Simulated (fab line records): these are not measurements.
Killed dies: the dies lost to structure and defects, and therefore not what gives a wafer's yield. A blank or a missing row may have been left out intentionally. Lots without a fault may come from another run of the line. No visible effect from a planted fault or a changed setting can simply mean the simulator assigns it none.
Comparing a struck lot with a sound one	flow rit cmos	18 steps out of a route of 202
Sound: these wafers, L424.2, L424.5, L424.6. Struck: wafers L426.1, L426.2, L426.6. Last of all comes the cause.
At each step with rows: each side's tool, then ch and its chambers, then its first start. Under that, the readings that differ: sound wafers	struck wafers	difference of the means	sigmas: that difference in standard deviations of wafers without a fault.
alike: same words and numbers on both sides, and readings whose means sit less than 2 such deviations apart. not compared: any withheld reading, any reading some wafer has no value for, any bound like >300 that may hide the same value, and any number with overlapping values for which the record gives no deviation.
Wherever a step has rows on one side only, a row that says differs or no value, or a row with sigmas, the two part there. Non-overlapping numbers with no deviation appear without sigmas and do not part them. A reading that every wafer of one side lacks parts them only if that side has two wafers or more.

first, 2 steps without rows for these wafers: RIT_PWELL_PEB_04; RIT_PWELL_DEVELOP_05 (develop time 68 s).
RIT_PWELL_OVL_MEAS_06:
  sound on overlay-02, day 3 12:10; struck on overlay-01, day 3 21:07
  alike: PWELL_OVL
then, 2 steps without rows for these wafers: RIT_PWELL_HARDBAKE_07 (time 120 s); RIT_PWELL_IMPLANT_08.
RIT_PWELL_STRIP_09: strips in O2, time 180 s.
  sound on plasma asher-02 ch 0,1, day 3 12:36; struck on plasma asher-02 ch 0,1, day 3 21:32
  alike: drypump motor current A
  not compared: rf hours counter h
RIT_PWELL_TW_MEAS_10:
  sound on film metro-01, day 3 12:47; struck on film metro-03, day 3 21:43
  alike: PWELL_TW
then, 1 step without rows for these wafers: RIT_WELLDRIVE_ANNEAL_00 (time 14700 s).
RIT_WELLDRIVE_RS_MEAS_01: a four-point-probe measurement.
  sound on film metro-03, day 3 19:19; struck on film metro-01, day 4 03:26
  alike: NWELL_RS
RIT_WELLDRIVE_RS_MEAS_02: a four-point-probe measurement.
  sound on film metro-03, day 3 19:26; struck on film metro-01, day 4 03:33
  alike: PWELL_RS
then, 2 steps without rows for these wafers: RIT_NRETRO_HMDS_00 (prime time 60 s); RIT_NRETRO_COAT_01 (resist thk 1300 nm).
RIT_NRETRO_SOFTBAKE_02: time 60 s.
  sound on litho track-04 ch 0, day 3 19:52; struck on litho track-04 ch 0, day 4 03:58
reading	sound	struck	difference	sigmas
model.NOVOLAK_of_NRETRO_COAT_01.thk nm (nm)	1298 1301 1302	1287 1291 1290	-11	
  alike: heater power total W
then, 2 steps without rows for these wafers: RIT_NRETRO_EXPOSE_03 (exposes mask M4, target cd 43900 nm); RIT_NRETRO_PEB_04.
RIT_NRETRO_DEVELOP_05: develop time 68 s.
  sound on litho track-01 ch 0; struck on litho track-04 ch 0
reading	sound	struck	difference	sigmas
model.NOVOLAK_of_NRETRO_COAT_01.thk nm (nm)	1297 1301 1302	1286 1291 1289	-11	
RIT_NRETRO_OVL_MEAS_06:
  sound on overlay-01, day 3 20:26; struck on overlay-01, day 4 04:33
  alike: NRETRO_OVL
RIT_M1_PROBE_99:
  sound on prober-02, day 5 01:02; struck on prober-02, day 5 12:21
  alike: killed at front end, killed dies, killed on rim, killed open, killed short

WHERE THEY PART
Nowhere in this record.

WHY: what the simulator had put in
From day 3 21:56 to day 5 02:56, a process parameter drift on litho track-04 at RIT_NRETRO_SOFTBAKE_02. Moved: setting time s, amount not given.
